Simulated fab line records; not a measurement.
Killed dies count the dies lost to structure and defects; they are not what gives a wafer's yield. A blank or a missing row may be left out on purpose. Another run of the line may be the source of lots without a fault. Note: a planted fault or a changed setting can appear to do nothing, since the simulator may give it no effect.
Which tool is to blame? ; flow rit-cmos ; 13 lots with 39 wafers sampled at 3 steps, on a route of 202 steps

## WHAT EACH GAUGE READ, for each wafer
RIT_NLDD_OVL_MEAS_06. Usual: NLDD_OVL typically reads 0.6 nm, with standard deviation 1.3.
lot;measured;on;NLDD_OVL (nm);flag
L268;day 2 16:54;overlay-01;1.0 -0.4 1.0;
L270;day 3 04:15;overlay-02;-1.6 -1.6 -1.1;
L273;day 3 18:46;overlay-02;-1.0 -1.2 -0.8;
L274;day 3 22:38;overlay-02;0.1 -0.2 -0.6;
L275;day 4 04:47;overlay-01;-1.7 -0.8 2.6;
L276;day 4 10:10;overlay-01;-0.3 -0.8 0.1;
L278;day 4 19:30;overlay-01;1.2 1.1 0.7;
L279;day 4 23:51;overlay-01;-0.6 -1.7 -1.1;
L280;day 5 06:10;overlay-02;2.2 1.6 1.5;
L287;day 6 21:11;overlay-01;2.2 0.6 1.0;
L288;day 7 03:22;overlay-01;1.8 1.5 1.4;
L289;day 7 06:07;overlay-01;0.5 -0.4 0.7;
L291;day 7 15:11;overlay-02;0.1 1.1 0.0;

## WHICH TOOL RAN EACH LOT (tool, then ch and the chambers of the sampled wafers, then the start)
lot;RIT_PRETRO_STRIP_09;RIT_GATE_STRIP_20
L268;plasma-asher-01 ch 0,1, day 2 07:22;plasma-asher-02 ch 0,1, day 2 12:32
L270;plasma-asher-01 ch 0,1, day 2 17:51;plasma-asher-02 ch 0,1, day 2 23:49
L273;plasma-asher-01 ch 0,1, day 3 08:43;plasma-asher-01 ch 0,1, day 3 14:33
L274;plasma-asher-04 ch 0,1, day 3 12:52;plasma-asher-03 ch 0,1, day 3 17:56
L275;plasma-asher-04 ch 0,1, day 3 18:40;plasma-asher-03 ch 0,1, day 4 00:10
L276;plasma-asher-01 ch 0,1, day 3 23:34;plasma-asher-02 ch 0,1, day 4 06:02
L278;plasma-asher-04 ch 0,1, day 4 09:45;plasma-asher-02 ch 0,1, day 4 14:47
L279;plasma-asher-01 ch 0,1, day 4 14:26;plasma-asher-03 ch 0,1, day 4 19:37
L280;plasma-asher-04 ch 0,1, day 4 19:49;plasma-asher-03 ch 0, day 5 01:33
L287;plasma-asher-04 ch 0,1, day 6 08:48;plasma-asher-03 ch 0,1, day 6 15:58
L288;plasma-asher-02 ch 0,1, day 6 14:13;plasma-asher-01 ch 0,1, day 6 22:58
L289;plasma-asher-04 ch 0,1, day 6 18:54;plasma-asher-01 ch 0,1, day 7 01:59
L291;plasma-asher-04 ch 0,1, day 7 04:28;plasma-asher-02 ch 0,1, day 7 10:51
- RIT_PRETRO_STRIP_09: strips in O2, time 180 s.
- RIT_GATE_STRIP_20: strips in O2, time 180 s.

## AS READ BY THE TOOLS THEMSELVES (means over the sampled wafers that have a number; for cases with no such wafer, the mark the record gives instead)
RIT_PRETRO_STRIP_09. Usual: drypump-motor-current-A 5.33 A, standard deviation 0.18; run-length-s 208.5 s, standard deviation 0.38.
lot;tool;drypump-motor-current-A (A);run-length-s (s);flag
L268;plasma-asher-01;5.33;208.3;
L270;plasma-asher-01;5.33;208.3;
L273;plasma-asher-01;5.32;208.4;
L274;plasma-asher-04;5.30;208.7;
L275;plasma-asher-04;5.32;208.2;
L276;plasma-asher-01;5.30;208.3;
L278;plasma-asher-04;5.37;208.3;
L279;plasma-asher-01;5.30;208.3;
L280;plasma-asher-04;5.36;208.4;
L287;plasma-asher-04;5.35;208.6;
L288;plasma-asher-02;5.21;208.9;
L289;plasma-asher-04;5.34;208.5;
L291;plasma-asher-04;5.35;208.2;

RIT_GATE_STRIP_20. Usual: drypump-motor-current-A 5.4 A, standard deviation 0.32; run-length-s 208.5 s, standard deviation 0.44.
lot;tool;drypump-motor-current-A (A);run-length-s (s);flag
L268;plasma-asher-02;5.2;208.9;
L270;plasma-asher-02;5.2;209.0;
L273;plasma-asher-01;5.3;208.4;
L274;plasma-asher-03;5.8;208.3;
L275;plasma-asher-03;5.6;208.3;
L276;plasma-asher-02;5.4;208.8;
L278;plasma-asher-02;5.4;208.7;
L279;plasma-asher-03;5.6;208.1;
L280;plasma-asher-03;5.9;208.2;
L287;plasma-asher-03;5.8;208.2;
L288;plasma-asher-01;5.4;208.3;
L289;plasma-asher-01;5.3;208.6;
L291;plasma-asher-02;5.4;209.0;

## THE ANSWER, worked out from the rows above alone
Rule: a lot is off if the mean of its wafers that have a number lies more than 3 standard deviations from the usual mean. A lot without any number at a reading at which 4 lots or more have one is off too. The other lots that the step has rows for count as sound. First the gauges in route order, then the tools' own readings, where a lot's mean is used as printed above. At the first step where some lot is off, the reading lying furthest off is the one used; lots without a number count as furthest.
No lot is off at any reading shown: from this, nothing can be told.

## WHAT HAD BEEN PUT IN BY THE SIMULATOR
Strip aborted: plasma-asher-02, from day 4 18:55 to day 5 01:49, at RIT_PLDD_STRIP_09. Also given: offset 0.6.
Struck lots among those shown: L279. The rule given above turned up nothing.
